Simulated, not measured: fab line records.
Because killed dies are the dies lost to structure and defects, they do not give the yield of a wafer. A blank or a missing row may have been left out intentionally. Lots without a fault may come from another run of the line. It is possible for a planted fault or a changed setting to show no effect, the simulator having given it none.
Struck lot and sound lot, side by side | flow berkeley-cmos170 | 31 steps out of a route of 331
Sound: these wafers, L619.1, L619.3, L619.6. Struck: wafer L630.2. The cause is named last.
At each step with rows: each side's tool, then ch and its chambers, then its first start. Under that, the readings that differ: sound wafers | struck wafers | difference of the means | sigmas: that difference in standard deviations of wafers without a fault.
alike: readings with means less than 2 such deviations apart, plus words and numbers identical on both sides. not compared: withheld readings, readings lacking a value on some wafer, bounds such as >300 that could conceal the same value, and numbers that have no deviation in the record and whose values overlap.
Wherever a step has rows on one side only, a row that says differs or no value, or a row with sigmas, the two part there. Numbers that have no deviation but don't overlap get no sigmas and don't part them. Lack of a reading on every wafer of one side parts them only where that side has two or more wafers.

first, 6 steps without rows for these wafers: UCB170_V2_HMDS_06 (prime time 60 s); UCB170_V2_COAT_07 (resist thk 900 nm); UCB170_V2_SOFTBAKE_08 (time 60 s); UCB170_V2_EXPOSE_09 (exposes mask VIA2, target cd 700 nm); UCB170_V2_PEB_10; UCB170_V2_DEVELOP_11 (develop time 45 s).
UCB170_V2_CD_MEAS_12: target cd 700 nm.
  struck on cd-sem-01, day 12 23:46; sound on cd-sem-02, day 9 23:43
  alike: cd-nm
UCB170_V2_OVL_MEAS_13:
  struck on overlay-01, day 12 23:53; sound on overlay-02, day 9 23:50
  alike: V2_OVL
UCB170_V2_ETCH_14: etches SiO2 in CHF3/CF4/Ar, stops on Al, target depth 1250 nm, time 291 s.
  sound on rie-diel-02 ch 0,1,2, day 9 23:52; struck on rie-diel-04 ch 2, day 12 23:55
  alike: cf4-flow-sccm, drypump-motor-current-A, oes-product-au, throttle-valve-pct
  not compared: rf-hours-counter-h
UCB170_V2_STRIP_15: strips in O2.
  sound on plasma-asher-04 ch 0,1, day 10 00:03; struck on plasma-asher-02 ch 0, day 13 00:05
  alike: drypump-motor-current-A, oes-product-au, strip-time-to-endpoint-s
  not compared: rf-hours-counter-h
UCB170_V2_CD_MEAS_90: target cd 700 nm.
  struck on cd-sem-01, day 13 00:15; sound on cd-sem-02, day 10 00:09
  alike: cd-nm
then, 1 step without rows for these wafers: UCB170_M3_PRE_CLEAN_00 (preclean etch time 60 s).
UCB170_M3_SPUTTER_01: material Al, target thk 900 nm, time 120 s.
  struck on pvd-sputter-01, day 13 00:25; sound on pvd-sputter-03, day 10 00:20
  reading                               | sound             | struck | difference | sigmas
  model.Al_of_M3_SPUTTER_01.thk-nm (nm) | 882.6 896.3 897.9 | 1228   | +336       |
  alike: throttle-valve-pct
UCB170_M3_RS_MEAS_02: a four-point-probe measurement.
  struck on film-metro-04, day 13 00:31; sound on film-metro-02, day 10 00:47
  reading           | sound                | struck | difference | sigmas
  M3_AL_RS (ohm/sq) | 0.0328 0.0323 0.0322 | 0.0235 | -0.0089    | -20
UCB170_M3_THK_MEAS_03: measures by xrf.
  struck on film-metro-04, day 13 00:38; sound on film-metro-02, day 10 00:54
  reading        | sound       | struck | difference | sigmas
  M3_AL_THK (nm) | 861 871 875 | 1192   | +323       | +25
then, 3 steps without rows for these wafers: UCB170_M3_HMDS_04 (prime time 60 s); UCB170_M3_COAT_05 (resist thk 900 nm); UCB170_M3_SOFTBAKE_06 (time 60 s).
UCB170_M3_STRIP_07: strips in O2.
  sound on plasma-asher-03 ch 0,1, day 10 01:25; struck on plasma-asher-02 ch 1, day 13 01:08
  reading                      | sound             | struck | difference | sigmas
  strip-time-to-endpoint-s (s) | 22.02 21.92 21.95 | 22.08  | +0.12      | +2
  alike: drypump-motor-current-A, oes-product-au
  not compared: rf-hours-counter-h
then, 7 steps without rows for these wafers: UCB170_M3_STRIP_08 (strips KrF in DMSO, time 600 s); UCB170_M3_COAT_09; UCB170_M3_COAT_10 (resist thk 900 nm); UCB170_M3_SOFTBAKE_11 (time 60 s); UCB170_M3_EXPOSE_12 (exposes mask METAL3, target cd 700 nm); UCB170_M3_PEB_13; UCB170_M3_DEVELOP_14 (develop time 45 s).
UCB170_M3_CD_MEAS_15: target cd 700 nm.
  struck on cd-sem-01, day 13 02:24; sound on cd-sem-02, day 10 02:32
  reading    | sound             | struck | difference | sigmas
  cd-nm (nm) | 699.2 700.1 700.5 | 697.2  | -2.7       | -2
UCB170_M3_OVL_MEAS_16:
  struck on overlay-02, day 13 02:31; sound on overlay-02, day 10 02:39
  alike: M3_OVL
UCB170_M3_ETCH_17: etches BARC in N2/H2.
  sound on rie-diel-03 ch 1,2,3, day 10 02:41; struck on rie-diel-03 ch 1, day 13 02:32
  alike: drypump-motor-current-A, oes-product-au, throttle-valve-pct
UCB170_M3_METAL_ETCH_18: etches Al in Cl2/BCl3, stops on SiO2, target depth 1170 nm, time 195 s.
  sound on rie-metal-02 ch 0,1, day 10 02:44; struck on rie-metal-03 ch 0, day 13 02:35
  reading               | sound             | struck | difference | sigmas
  oes-product-au (a.u.) | 0.842 0.854 0.864 | 0.970  | +0.117     | +11
  alike: drypump-motor-current-A, throttle-valve-pct
  not compared: rf-hours-counter-h
UCB170_M3_STRIP_19: strips in O2.
  sound on plasma-asher-01 ch 0,1, day 10 02:55; struck on plasma-asher-01 ch 0, day 13 02:46
  alike: drypump-motor-current-A, oes-product-au
  not compared: rf-hours-counter-h

== WHERE THEY PART ==
First at UCB170_M3_RS_MEAS_02; last, within this record, at UCB170_M3_METAL_ETCH_18. Later steps at which nothing parts them and some readings are alike: UCB170_M3_STRIP_19.

WHY: the cause the simulator had injected
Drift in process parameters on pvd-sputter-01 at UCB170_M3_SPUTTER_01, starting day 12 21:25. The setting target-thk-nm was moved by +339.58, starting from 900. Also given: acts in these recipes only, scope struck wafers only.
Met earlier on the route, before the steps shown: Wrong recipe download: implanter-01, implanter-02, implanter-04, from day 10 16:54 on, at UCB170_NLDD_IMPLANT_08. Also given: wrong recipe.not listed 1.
